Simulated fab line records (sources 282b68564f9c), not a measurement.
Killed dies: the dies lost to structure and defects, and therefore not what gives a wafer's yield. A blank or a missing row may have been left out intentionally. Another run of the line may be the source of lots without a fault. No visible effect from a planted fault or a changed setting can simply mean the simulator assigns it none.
fab line records + flow rit-cmos
record:
- lots: 5
- wafers: 23
route steps=202 shown M1@200
start-h: hours from the record's first day to the start of the lot's first wafer shown + wait-h: hours since the lot's step before + " the same as in the row above + L1.1+2: a single row standing in for several wafers + - either no value or no given start + * or withheld: withheld + < > ~ a bound
route shown NAME@n: a module of which the file shows steps, and the number in the route of the first + usual: mean and standard deviation over wafers with no fault + same: alike in all rows + chamber/n: place in a boat + sites: per-site readings + _std_site: standard deviation of those values + _edge_site: outer sites' mean less inner sites' + radius-mm: for every site, how far away it sits from the centre of the wafer + mask NAME#n: copy n + behind: the tool/chamber that last shaped the wafer + hold: why the lot went on hold/how many hours it stayed there/how the hold came to an end + device: the transistor (n, p or np) that didn't switch + end of line: the tests these same wafers got at the end of their route + for a step that has no rows: nothing shown but its recipe + killed: count of dies lost to structure and defects at first sort (not the wafer's yield) + map: per-die view of a wafer (x killed, . not killed, _ where there is no die)
set.NAME: the setting the step ran with; set.NAME@STEP: the setting that earlier step ran with + model.NAME: the simulator's own value behind a step, which no gauge read
lots with deliberately changed settings; one table per step, one row per wafer
== steps ==
step: RIT_M1_ANNEAL_15
recipe:
- temp-c: 450
- time-s: 1800
- ambient: forming_gas_H2N2
| lot.wafer      | tool       | chamber | start-h | wait-h | set.temp-c |
|----------------|------------|---------|---------|--------|------------|
| L078.1+2+5     | furnace-02 | 0       | 77.64   | 0.1    | 450        |
| L079.1+2+3+4+5 | -          | -       | -       | 0.1    | 442        |
| L081.1+2+3+5+6 | -          | -       | -       | 0.1    | 450        |
| L082.1+3+4+5+6 | -          | -       | -       | 0.2    | 461        |
| L085.1+2+3+4+6 | -          | -       | -       | 0.1    | 446.5      |
step: RIT_M1_PROBE_99
usual:
- killed-at-contacts: 0.1/0.23
- killed-at-front-end: 7.2/2.8
- killed-dies: 7.3/2.8
- killed-open: 3.8/1.8
- killed-short: 3.4/2
same:
- gross-dies: 264
- killed_at_M0_to_M3: 0
- killed_at_M4_up: 0
- killed-at-back-side: 0
- killed-at-other: 0
| lot.wafer | tool      | chamber | start-h | wait-h | set.sih4-flow-sccm@GATE_CVD_08 | set.develop-time-s@GATE_DEVELOP_15 | killed-at-contacts | killed-at-front-end | killed-dies | killed-open | killed-short | model.etest.pmos_0p15.r-on-ohm-um | model.etest.pmos_0p3.r-on-ohm-um | model.etest.pmos-turned.r-on-ohm-um | model.etest.nmos_0p15.r-on-ohm-um | model.etest.nmos-turned.drive-ua-um | model.etest.npoly-line.line-ohm-um | model.etest.nmos_0p15.drive-ua-um | model.etest.ppoly-line.line-ohm-um |
|-----------|-----------|---------|---------|--------|--------------------------------|------------------------------------|--------------------|---------------------|-------------|-------------|--------------|-----------------------------------|----------------------------------|-------------------------------------|-----------------------------------|-------------------------------------|------------------------------------|-----------------------------------|------------------------------------|
| L078.1    | prober-01 | -       | 79.26   | 0.1    | 100                            | 50                                 | 1                  | 8                   | 9           | 4           | 5            | 2924                              | 6514                             | 3640                                | 1157                              | 312.1                               | 159.4                              | 440.8                             | 150.8                              |
| L078.2    | prober-01 | -       | 79.31   | 0.1    | 100                            | 50                                 | 0                  | 6                   | 6           | 2           | 4            | 2869                              | 6484                             | 3561                                | 1176                              | 314.3                               | 167.4                              | 458.3                             | 160.4                              |
| L078.5    | prober-01 | -       | 79.46   | 0.2    | 100                            | 50                                 | 0                  | 15                  | 15          | 6           | 9            | 2857                              | 6502                             | 3555                                | 1140                              | 317.8                               | 160.7                              | 453                               | 156                                |
| L079.1    | prober-02 | -       | 87.18   | 0.1    | 87.93                          | 45.89                              | 0                  | 15                  | 15          | 6           | 5            | 2915                              | 6090                             | 3367                                | 1141                              | 377.4                               | 141.8                              | 472.1                             | 137.8                              |
| L079.2    | prober-02 | -       | 87.23   | 0.1    | 87.93                          | 45.89                              | 0                  | 12                  | 12          | 6           | 3            | 2941                              | 6101                             | 3430                                | 1156                              | 372.6                               | 142.5                              | 470                               | 137.7                              |
| L079.3    | prober-02 | -       | 87.28   | 0.2    | 87.93                          | 45.89                              | 0                  | 11                  | 11          | 4           | 3            | 2950                              | 6114                             | 3420                                | 1182                              | 376.6                               | 142.6                              | 473.4                             | 139.4                              |
| L079.4    | prober-02 | -       | 87.33   | 0.2    | 87.93                          | 50                                 | 0                  | 10                  | 10          | 7           | 3            | 2575                              | 5729                             | 3046                                | 1079                              | 412.2                               | 166.9                              | 529.8                             | 163.5                              |
| L079.5    | prober-02 | -       | 87.38   | 0.2    | 87.93                          | 50                                 | 0                  | 3                   | 3           | 0           | 3            | 2561                              | 5692                             | 3038                                | 1045                              | 403.4                               | 164.6                              | 526.5                             | 160.4                              |
| L081.1    | prober-02 | -       | 96.08   | 0.1    | 93.34                          | 50                                 | 0                  | 5                   | 5           | 3           | 2            | 2662                              | 6178                             | 3193                                | 1114                              | 350.1                               | 170.2                              | 476.4                             | 163.1                              |
| L081.2    | prober-02 | -       | 96.13   | 0.1    | 93.34                          | 50                                 | 0                  | 5                   | 5           | 2           | 3            | 2593                              | 6176                             | 3103                                | 1094                              | 346.9                               | 162.1                              | 480.6                             | 156                                |
| L081.3    | prober-02 | -       | 96.18   | 0.2    | 93.34                          | 50                                 | 0                  | 4                   | 4           | 2           | 2            | 2564                              | 6153                             | 3092                                | 1066                              | 376.3                               | 170.9                              | 499.1                             | 166.1                              |
| L081.5    | prober-02 | -       | 96.28   | 0.2    | 93.34                          | 50                                 | 0                  | 6                   | 6           | 3           | 3            | 2524                              | 6164                             | 3020                                | 1047                              | 370.7                               | 172.6                              | 494.5                             | 168                                |
| L081.6    | prober-02 | -       | 96.33   | 0.2    | 93.34                          | 50                                 | 1                  | 6                   | 7           | 3           | 4            | 2503                              | 6079                             | 3028                                | 1080                              | 364.5                               | 169.7                              | 499.4                             | 161.6                              |
| L082.1    | prober-02 | -       | 97.58   | 0.1    | 103.8                          | 50                                 | 0                  | 13                  | 13          | 8           | 5            | 3046                              | 6882                             | 3841                                | 1186                              | 302                                 | 161.4                              | 427.6                             | 152.8                              |
| L082.3    | prober-02 | -       | 97.68   | 0.2    | 103.8                          | 46.61                              | 0                  | 8                   | 8           | 4           | 2            | 3410                              | 7124                             | 4163                                | 1262                              | 290.5                               | 140.7                              | 390.4                             | 136.9                              |
| L082.4    | prober-02 | -       | 97.73   | 0.2    | 103.8                          | 50                                 | 0                  | 5                   | 5           | 4           | 1            | 3007                              | 6764                             | 3751                                | 1166                              | 301.1                               | 158                                | 432.1                             | 154.2                              |
| L082.5    | prober-02 | -       | 97.78   | 0.2    | 103.8                          | 46.61                              | 0                  | 15                  | 15          | 7           | 8            | 3425                              | 7437                             | 4241                                | 1265                              | 274.9                               | 145.9                              | 383.8                             | 139.9                              |
| L082.6    | prober-02 | -       | 97.83   | 0.2    | 103.8                          | 46.61                              | 0                  | 8                   | 8           | 2           | 5            | 3303                              | 7080                             | 4051                                | 1272                              | 287                                 | 141.9                              | 386.7                             | 138.1                              |
| L085.1    | prober-01 | -       | 118.28  | 0.1    | 90.97                          | 50                                 | 0                  | 5                   | 5           | 4           | 1            | -                                 | -                                | -                                   | -                                 | -                                   | -                                  | -                                 | -                                  |
| L085.2    | prober-01 | -       | 118.33  | 0.1    | 90.97                          | 52.53                              | 0                  | 10                  | 10          | 4           | 6            | -                                 | -                                | -                                   | -                                 | -                                   | -                                  | -                                 | -                                  |
| L085.3    | prober-01 | -       | 118.38  | 0.2    | 90.97                          | 50                                 | 0                  | 8                   | 8           | 5           | 3            | -                                 | -                                | -                                   | -                                 | -                                   | -                                  | -                                 | -                                  |
| L085.4    | prober-01 | -       | 118.43  | 0.2    | 90.97                          | 52.53                              | 0                  | 2                   | 2           | 0           | 2            | -                                 | -                                | -                                   | -                                 | -                                   | -                                  | -                                 | -                                  |
| L085.6    | prober-01 | -       | 118.53  | 0.2    | 90.97                          | 50                                 | 0                  | 5                   | 5           | 2           | 3            | -                                 | -                                | -                                   | -                                 | -                                   | -                                  | -                                 | -                                  |
killed by level:class
L078.1 FOX1:geometric-particle:short=2 GATE:geometric-particle:open=2 FOX1:geometric-particle:open=1 FOX2:geometric-particle:short=1 REOX:geometric-particle:open=1 SILICIDE:geometric-particle:short=1 CONTACT:geometric-particle:short=1
L078.2 GATE:geometric-particle:short=2 GATE:geometric-particle:open=2 REOX:geometric-particle:short=1 SILICIDE:geometric-particle:short=1
L078.5 SILICIDE:geometric-particle:short=3 FOX1:geometric-particle:open=2 GATE:geometric-particle:short=2 REOX:geometric-particle:short=2 SILICIDE:geometric-particle:open=2 FOX1:geometric-particle:short=1 FOX2:geometric-particle:short=1 GATE:geometric-particle:open=1
L079.1 GATE:area-develop=4 GATE:geometric-particle:short=2 SPACER:geometric-particle:short=2 SPACER:geometric-particle:open=2 SILICIDE:geometric-particle:open=2 GATE:geometric-particle:open=1 REOX:geometric-particle:short=1 REOX:geometric-particle:open=1
L079.2 GATE:geometric-particle:open=3 GATE:area-develop=3 FOX1:geometric-particle:open=1 GATE:geometric-particle:short=1 REOX:geometric-particle:open=1 SPACER:geometric-particle:short=1 SPACER:geometric-particle:open=1 SILICIDE:geometric-particle:short=1
L079.3 GATE:area-develop=4 FOX1:geometric-particle:open=1 FOX2:geometric-particle:short=1 FOX2:geometric-particle:open=1 GATE:geometric-particle:open=1 GATE:geometric-particle:short=1 REOX:geometric-particle:open=1 SPACER:geometric-particle:short=1
L079.4 REOX:geometric-particle:open=3 FOX1:geometric-particle:open=2 FOX1:geometric-particle:short=1 GATE:geometric-particle:short=1 REOX:geometric-particle:short=1 SPACER:geometric-particle:open=1 SILICIDE:geometric-particle:open=1
L079.5 GATE:geometric-particle:short=2 SILICIDE:geometric-particle:short=1
L081.1 GATE:geometric-particle:open=3 GATE:geometric-particle:short=1 SILICIDE:geometric-particle:short=1
L081.2 REOX:geometric-particle:short=3 GATE:geometric-particle:open=2
L081.3 REOX:geometric-particle:short=2 REOX:geometric-particle:open=1 SILICIDE:geometric-particle:open=1
L081.5 GATE:geometric-particle:open=2 GATE:geometric-particle:short=1 REOX:geometric-particle:open=1 REOX:geometric-particle:short=1 SPACER:geometric-particle:short=1
L081.6 GATE:geometric-particle:open=2 FOX1:geometric-particle:short=1 REOX:geometric-particle:short=1 GATE:geometric-particle:short=1 SPACER:geometric-particle:short=1 CONTACT:geometric-particle:open=1
L082.1 GATE:geometric-particle:short=4 GATE:geometric-particle:open=3 SPACER:geometric-particle:open=2 FOX1:geometric-particle:open=1 FOX2:geometric-particle:open=1 SILICIDE:geometric-particle:short=1 REOX:geometric-particle:open=1
L082.3 GATE:geometric-particle:open=3 GATE:area-develop=2 FOX2:geometric-particle:short=1 GATE:geometric-particle:short=1 REOX:geometric-particle:open=1
L082.4 GATE:geometric-particle:open=4 GATE:geometric-particle:short=1
L082.5 GATE:geometric-particle:short=5 GATE:geometric-particle:open=4 FOX1:geometric-particle:open=2 FOX1:geometric-particle:short=2 FOX2:geometric-particle:open=1 REOX:geometric-particle:short=1
L082.6 REOX:geometric-particle:short=2 SPACER:geometric-particle:short=2 GATE:geometric-particle:open=1 GATE:geometric-particle:short=1 REOX:geometric-particle:open=1 GATE:area-develop=1
L085.1 FOX1:geometric-particle:open=1 GATE:geometric-particle:short=1 GATE:geometric-particle:open=1 REOX:geometric-particle:open=1 SPACER:geometric-particle:open=1
L085.2 FOX1:geometric-particle:short=2 FOX2:geometric-particle:short=2 GATE:geometric-particle:open=2 GATE:geometric-particle:short=2 SPACER:geometric-particle:open=2
L085.3 GATE:geometric-particle:open=3 GATE:geometric-particle:short=3 FOX2:geometric-particle:open=1 SPACER:geometric-particle:open=1
L085.4 FOX1:geometric-particle:short=1 FOX2:geometric-particle:short=1
L085.6 GATE:geometric-particle:short=1 GATE:geometric-particle:open=1 REOX:geometric-particle:open=1 REOX:geometric-particle:short=1 SPACER:geometric-particle:short=1
== key ==
split:
- step: RIT_M1_ANNEAL_15
- setting: temp-c
- stated: 450
- by: lot
response none clear
split outside-this-file step=RIT_GATE_CVD_08 setting=sih4-flow-sccm
split outside-this-file step=RIT_GATE_DEVELOP_15 setting=develop-time-s
split outside-this-file: this setting was split too, and the file shows its column; the key of that split is in another file
